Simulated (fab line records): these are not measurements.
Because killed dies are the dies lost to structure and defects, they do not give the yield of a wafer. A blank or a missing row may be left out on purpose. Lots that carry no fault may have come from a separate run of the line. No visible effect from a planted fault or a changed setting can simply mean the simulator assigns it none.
fab line records | flow rit-cmos
record: lots: 15 wafers: 45 last-day: 7
route steps=202 shown PRETRO@72
lots with no fault: from the same line, run without faults
start-h: start of the lot's first displayed wafer, in hours after the record's first day | wait-h: how many hours have passed since the lot's step before this one | " repeats the value in the row above | L1.1+2: one row covering several wafers at once | - either no value or no given start | * or withheld: withheld | < > ~ a bound
route shown NAME@n: NAME is a module with steps in the file, n the number in the route of the first one | usual: the fault-free wafers' mean and standard deviation | same: alike in all rows | chamber/n: place in a boat | sites: readings site by site | _std_site: standard deviation of those values | _edge_site: the outer-site mean with the inner-site mean subtracted | radius-mm: how far each site lies from the wafer's centre | mask NAME#n: copy n | behind: the last tool/chamber to shape the wafer | hold: the reason the lot was held/the length of the hold in hours/how it ended | device: which transistor (n, p or np) failed to switch | end of line: at the end of the route, the tests of the same wafers | a step without rows: its recipe alone | killed: count of dies lost to structure and defects at first sort (not the wafer's yield) | map: a wafer's dies, x killed, . not, _ none there
set.NAME: the run value of the setting; set.NAME@STEP: its run value at that earlier step | model.NAME: the simulator's own value behind a step, which no gauge read
one table for each step of the route and one row for each wafer, over a sample of lots
services: from which hour (start-h, from the record's first day; less than 0 if before it) a tool's chamber was out of use, for how many hours, and why
== steps ==
step: RIT_PRETRO_IMPLANT_08
recipe: species: B energy-kev: 45 dose-cm2: 1.2e+13 tilt-deg: 7
usual: dose-ions-cm2: 1.2e+13/1.2e+10 faraday-current-uA: 38.0/0.72 tilt-deg: 6.996/0.018
columns lot.wafer tool chamber start-h wait-h dose-ions-cm2 faraday-current-uA tilt-deg
L418.1 implanter-04 0 31.61 0.2 1.2003e+13 37.8 6.994
L418.2 " 0 " " 1.1997e+13 36.8 6.975
L418.4 " 0 " " 1.2009e+13 38.2 6.969
L419.1 implanter-04 0 36.64 0.2 1.1998e+13 38.9 6.988
L419.2 " 0 " " 1.2e+13 38.8 6.986
L419.6 " 0 " " 1.1992e+13 37.7 6.986
L421.2 implanter-01 0 46.09 0.2 1.2047e+13 37.4 6.973
L421.4 " 0 " " 1.2014e+13 38.6 6.979
L421.6 " 0 " " 1.2017e+13 37.3 6.994
L422.1 implanter-03 0 51.91 0.2 1.1991e+13 39.1 7.016
L422.2 " 0 " " 1.2008e+13 37.5 7.020
L422.4 " 0 " " 1.2008e+13 37.0 7.005
L430.1 implanter-03 0 96.01 0.2 7.718e+12 24.1 6.988
L430.3 " 0 " " 7.716e+12 25.0 7.018
L430.4 " 0 " " 7.753e+12 24.7 7.021
L431.1 implanter-04 0 98.95 0.2 1.1985e+13 37.7 6.991
L431.3 " 0 " " 1.2e+13 36.6 6.973
L431.4 " 0 " " 1.2011e+13 37.7 6.978
L432.1 implanter-03 0 102.28 0.2 7.711e+12 24.5 6.989
L432.2 " 0 " " 7.739e+12 24.5 6.962
L432.3 " 0 " " 7.718e+12 24.4 6.985
L433.1 implanter-03 0 107.80 0.2 7.713e+12 23.9 6.990
L433.3 " 0 " " 7.731e+12 23.5 7.032
L433.4 " 0 " " 7.734e+12 24.9 6.979
L435.3 implanter-01 0 116.14 0.2 1.2023e+13 37.5 6.991
L435.5 " 0 " " 1.202e+13 38.0 7.000
L435.6 " 0 " " 1.2012e+13 38.0 6.990
L436.2 implanter-04 0 121.65 0.2 1.1995e+13 39.3 7.008
L436.4 " 0 " " 1.199e+13 38.8 7.003
L436.5 " 0 " " 1.1991e+13 37.2 6.996
L437.4 implanter-04 0 126.43 0.2 1.2015e+13 37.7 7.004
L437.5 " 0 " " 1.1999e+13 37.7 7.001
L437.6 " 0 " " 1.1996e+13 39.1 6.974
L438.1 implanter-01 0 131.41 0.2 1.1995e+13 37.5 6.980
L438.2 " 0 " " 1.1979e+13 39.6 7.006
L438.5 " 0 " " 1.1992e+13 37.2 6.993
L439.2 implanter-04 0 135.98 0.2 1.2012e+13 38.0 6.997
L439.3 " 0 " " 1.2002e+13 38.4 7.013
L439.5 " 0 " " 1.2016e+13 36.6 7.006
L440.2 implanter-04 0 141.96 0.2 1.1986e+13 39.1 7.019
L440.4 " 0 " " 1.2007e+13 37.7 7.023
L440.5 " 0 " " 1.1998e+13 38.5 7.005
L441.1 implanter-04 0 146.29 0.2 1.1996e+13 39.0 6.985
L441.3 " 0 " " 1.1991e+13 37.0 6.991
L441.5 " 0 " " 1.1999e+13 38.7 6.972
step: RIT_PRETRO_TW_MEAS_10
usual: PRETRO_TW: 470/4.1
columns lot.wafer tool chamber start-h wait-h PRETRO_TW
L418.1 film-metro-04 - 31.93 0.1 464
L418.2 " - " " 464
L418.4 " - " " 465
L419.1 film-metro-02 - 36.97 0.1 471
L419.2 " - " " 471
L419.6 " - " " 474
L421.2 film-metro-04 - 46.40 0.1 465
L421.4 " - " " 466
L421.6 " - " " 463
L422.1 film-metro-04 - 52.23 0.1 470
L422.2 " - " " 472
L422.4 " - " " 467
L430.1 film-metro-04 - 96.34 0.1 407
L430.3 " - " " 406
L430.4 " - " " 405
L431.1 film-metro-02 - 99.27 0.1 474
L431.3 " - " " 473
L431.4 " - " " 474
L432.1 film-metro-03 - 102.60 0.1 414
L432.2 " - " " 418
L432.3 " - " " 415
L433.1 film-metro-04 - 108.13 0.1 407
L433.3 " - " " 405
L433.4 " - " " 406
L435.3 film-metro-04 - 116.43 0.1 466
L435.5 " - " " 467
L435.6 " - " " 467
L436.2 film-metro-04 - 121.96 0.1 468
L436.4 " - " " 471
L436.5 " - " " 468
L437.4 film-metro-02 - 126.71 0.1 476
L437.5 " - " " 474
L437.6 " - " " 474
L438.1 film-metro-02 - 131.74 0.1 474
L438.2 " - " " 475
L438.5 " - " " 474
L439.2 film-metro-03 - 136.29 0.1 477
L439.3 " - " " 478
L439.5 " - " " 477
L440.2 film-metro-02 - 142.27 0.1 471
L440.4 " - " " 474
L440.5 " - " " 471
L441.1 film-metro-03 - 146.62 0.1 471
L441.3 " - " " 473
L441.5 " - " " 472
== services ==
columns tool chamber start-h hours kind
implanter-01 - 11.32 4.7 pm
implanter-04 - 25.48 0.5 repair
implanter-04 - 54.61 3.2 pm
implanter-04 - 112.19 1.7 repair
== key ==
first-sign: step: RIT_PRETRO_IMPLANT_08 reading: dose-ions-cm2 direction: down sigmas: 99+ usual: 1.2e+13 struck: 7.726e+12
effect: step: RIT_PRETRO_IMPLANT_08 reading: faraday-current-uA direction: down sigmas: 19 usual: 38.0 struck: 24.4
effect: step: RIT_PRETRO_TW_MEAS_10 reading: PRETRO_TW direction: down sigmas: 15 usual: 470 struck: 409
met-at RIT_PRETRO_IMPLANT_08
struck-lots L430,L432,L433
tester-left-out L430,L432,L433
onset-between 51.91 96.01
fault: kind: process-parameter-drift tool: implanter-03 chamber: - onset-h: 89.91 steps: RIT_PRETRO_IMPLANT_08 channel: dose-cm2 offset: -4.2823e+12 shape: step end-h: 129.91 acts-in: these-recipes-only stated: 1.2e+13
tester-left-out: of these lots the tester's yield and bins aren't shown, on N5 and GAA mostly nor the transistor test; their killed dies are dies lost to structure and defects alone, not to doping, threshold or leakage, so they don't give the yield
